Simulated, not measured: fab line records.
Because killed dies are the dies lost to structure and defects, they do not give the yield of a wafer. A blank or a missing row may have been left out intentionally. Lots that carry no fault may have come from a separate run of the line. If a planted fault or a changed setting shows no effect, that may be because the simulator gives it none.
A lot that was struck, set against a sound lot || flow berkeley cmos170 || 43 steps out of a route of 331
Sound: wafers L248.1, L248.2, L248.5. The struck wafers were L239.2, L239.5, L239.6. Last of all comes the cause.
For every step that has rows: the tool of each side, followed by ch and its chambers, followed by its first start. Under that, the readings that differ: sound wafers || struck wafers || difference of the means || sigmas: that difference in standard deviations of wafers without a fault.
alike: readings with means less than 2 such deviations apart, plus words and numbers identical on both sides. not compared: withheld readings, readings lacking a value on some wafer, bounds such as >300 that could conceal the same value, and numbers that have no deviation in the record and whose values overlap.
A row with sigmas, a row that says differs or no value, or rows on one side alone: a step with any of these is where the two part. Non-overlapping numbers with no deviation appear without sigmas and do not part them. A reading missing from all wafers of one side parts the sides only when that side holds two or more wafers.

first, 6 steps without rows for these wafers: UCB170_V1_HMDS_06 (prime time 60 s); UCB170_V1_COAT_07 (resist thk 900 nm); UCB170_V1_SOFTBAKE_08 (time 60 s); UCB170_V1_EXPOSE_09 (exposes mask VIA1, target cd 700 nm); UCB170_V1_PEB_10; UCB170_V1_DEVELOP_11 (develop time 45 s).
UCB170_V1_CD_MEAS_12 targets a cd of 700 nm.
  sound on cd sem-01, day 12 03:58; struck on cd sem-01, day 10 01:52
  alike: cd nm
UCB170_V1_OVL_MEAS_13:
  sound on overlay-01, day 12 04:05; struck on overlay-02, day 10 01:58
{"reading": "V1_OVL (nm)", "sound": "15 3 12", "struck": "-6 -2 -4", "difference": -14, "sigmas": -2}
UCB170_V1_ETCH_14: etches SiO2 in CHF3/CF4/Ar, stops on Al, target depth 1250 nm, time 291 s.
  sound on rie diel-04 ch 1,2,3, day 12 04:07; struck on rie diel-03 ch 0,2,3, day 10 02:00
  alike: CHF3_flow_sccm, drypump motor current A, oes product au, throttle valve pct
  not compared: rf hours counter h
UCB170_V1_STRIP_15: strips in O2.
  sound on plasma asher-02 ch 0,1, day 12 04:17; struck on plasma asher-04 ch 0,1, day 10 02:11
  alike: drypump motor current A, oes product au, strip time to endpoint s
  not compared: rf hours counter h
UCB170_V1_CD_MEAS_90 targets a cd of 700 nm.
  sound on cd sem-02, day 12 04:23; struck on cd sem-01, day 10 02:18
  alike: cd nm
then, 1 step without rows for these wafers: UCB170_M2_PRE_CLEAN_00 (preclean etch time 60 s).
UCB170_M2_SPUTTER_01: material Al, target thk 900 nm, time 120 s.
  sound on pvd sputter-01, day 12 04:35; struck on pvd sputter-03, day 10 02:28
{"reading": "model.Al_of_M2_SPUTTER_01.thk nm (nm)", "sound": "888.8 896.3 902.4", "struck": "853.5 861 853.6", "difference": -39.8, "sigmas": ""}
  alike: chamber pressure pa, throttle valve pct
UCB170_M2_RS_MEAS_02: a four-point-probe measurement.
  sound on film metro-01, day 12 04:40; struck on film metro-03, day 10 02:34
{"reading": "M2_AL_RS (ohm/sq)", "sound": "0.0326 0.0322 0.0320", "struck": "0.0339 0.0336 0.0339", "difference": "+0.0015", "sigmas": "+4"}
UCB170_M2_THK_MEAS_03: measures by xrf.
  sound on film metro-01, day 12 04:47; struck on film metro-03, day 10 02:41
{"reading": "M2_AL_THK (nm)", "sound": "894 894 903", "struck": "858 868 863", "difference": -34, "sigmas": -3}
then, 3 steps without rows for these wafers: UCB170_M2_HMDS_04 (prime time 60 s); UCB170_M2_COAT_05 (resist thk 900 nm); UCB170_M2_SOFTBAKE_06 (time 60 s).
UCB170_M2_STRIP_07: strips in O2.
  sound on plasma asher-03 ch 0,1, day 12 05:18; struck on plasma asher-02 ch 0,1, day 10 03:11
  alike: drypump motor current A, oes product au, strip time to endpoint s
  not compared: rf hours counter h
then, 7 steps without rows for these wafers: UCB170_M2_STRIP_08 (strips KrF in DMSO, time 600 s); UCB170_M2_COAT_09; UCB170_M2_COAT_10 (resist thk 900 nm); UCB170_M2_SOFTBAKE_11 (time 58.01 s); UCB170_M2_EXPOSE_12 (exposes mask METAL2, target cd 700 nm); UCB170_M2_PEB_13; UCB170_M2_DEVELOP_14 (develop time 45 s).
UCB170_M2_CD_MEAS_15 targets a cd of 700 nm.
  sound on cd sem-01, day 12 06:43; struck on cd sem-02, day 10 04:54
{"reading": "cd nm (nm)", "sound": "701.6 702.0 702.0", "struck": "697.6 699.0 698.6", "difference": -3.5, "sigmas": -2}
UCB170_M2_OVL_MEAS_16:
  sound on overlay-01, day 12 06:50; struck on overlay-02, day 10 05:01
  alike: M2_OVL
UCB170_M2_ETCH_17: etches BARC in N2/H2.
  sound on rie diel-03 ch 0,2, day 12 06:52; struck on rie diel-03 ch 1,2, day 10 05:02
  alike: drypump motor current A, oes product au, throttle valve pct
UCB170_M2_METAL_ETCH_18: etches Al in Cl2/BCl3, stops on SiO2, target depth 1170 nm, time 195 s.
  sound on rie metal-04 ch 1, day 12 06:55; struck on rie metal-04 ch 0,1, day 10 05:05
{"reading": "model.M2.feature depth nm (nm)", "sound": "945.5 953.7 959.2", "struck": "909.8 917.5 910.2", "difference": -40.3, "sigmas": ""}
{"reading": "model.etch.depth nm (nm)", "sound": "888.8 896.3 902.4", "struck": "853.5 861 853.6", "difference": -39.8, "sigmas": ""}
  alike: drypump motor current A, oes product au, throttle valve pct
  not compared: rf hours counter h
UCB170_M2_STRIP_19: strips in O2.
  sound on plasma asher-03 ch 0,1, day 12 07:17; struck on plasma asher-04 ch 0,1, day 10 05:16
  alike: drypump motor current A, oes product au
  not compared: rf hours counter h
UCB170_M2_CD_MEAS_90 targets a cd of 700 nm.
  sound on cd sem-01, day 12 07:23; struck on cd sem-01, day 10 05:23
  alike: cd nm
then, 1 step without rows for these wafers: UCB170_V2_CVD_00 (deposits SiO2 from TEOS/O2, target thk 2000 nm, time 250 s).
UCB170_V2_THK_MEAS_01:
  sound on film metro-03, day 12 07:40; struck on film metro-04, day 10 05:39
  alike: V2_TEOS_THK
then, 1 step without rows for these wafers: UCB170_V2_CMP_02 (polishes SiO2).
UCB170_V2_BOW_MEAS_03:
  sound on film metro-01, day 12 08:01; struck on film metro-03, day 10 06:01
  alike: V2_BOW
UCB170_V2_THK_MEAS_04:
  sound on film metro-01, day 12 08:08; struck on film metro-03, day 10 06:08
  alike: V2_POLISHED_THK
then, 5 steps without rows for these wafers: UCB170_V2_CLEAN_05 (cleans in DIW); UCB170_V2_HMDS_06 (prime time 60 s); UCB170_V2_COAT_07 (resist thk 900 nm); UCB170_V2_SOFTBAKE_08 (time 60 s); UCB170_V2_EXPOSE_09 (exposes mask VIA2, target cd 700 nm).
UCB170_V2_ETCH_14: etches SiO2 in CHF3/CF4/Ar, stops on Al, target depth 1250 nm, time 291 s.
  sound on rie diel-03 ch 0,3, day 12 09:31; struck on rie diel-01 ch 1,2, day 10 09:05
{"reading": "model.Al_of_M2_SPUTTER_01.thk nm (nm)", "sound": "888.8 895.8 902.4", "struck": "853.5 861 853.6", "difference": -39.6, "sigmas": ""}
  alike: CHF3_flow_sccm, drypump motor current A, oes product au, throttle valve pct
  not compared: rf hours counter h

## WHERE THEY PART
At UCB170_V1_OVL_MEAS_13 first; at UCB170_M2_CD_MEAS_15 last (within this record only). Later steps at which nothing parts them and some readings are alike: UCB170_M2_OVL_MEAS_16, UCB170_M2_ETCH_17, UCB170_M2_METAL_ETCH_18, UCB170_M2_STRIP_19, UCB170_M2_CD_MEAS_90, UCB170_V2_THK_MEAS_01, UCB170_V2_BOW_MEAS_03, UCB170_V2_THK_MEAS_04, UCB170_V2_ETCH_14.

WHY: what had been put in by the simulator
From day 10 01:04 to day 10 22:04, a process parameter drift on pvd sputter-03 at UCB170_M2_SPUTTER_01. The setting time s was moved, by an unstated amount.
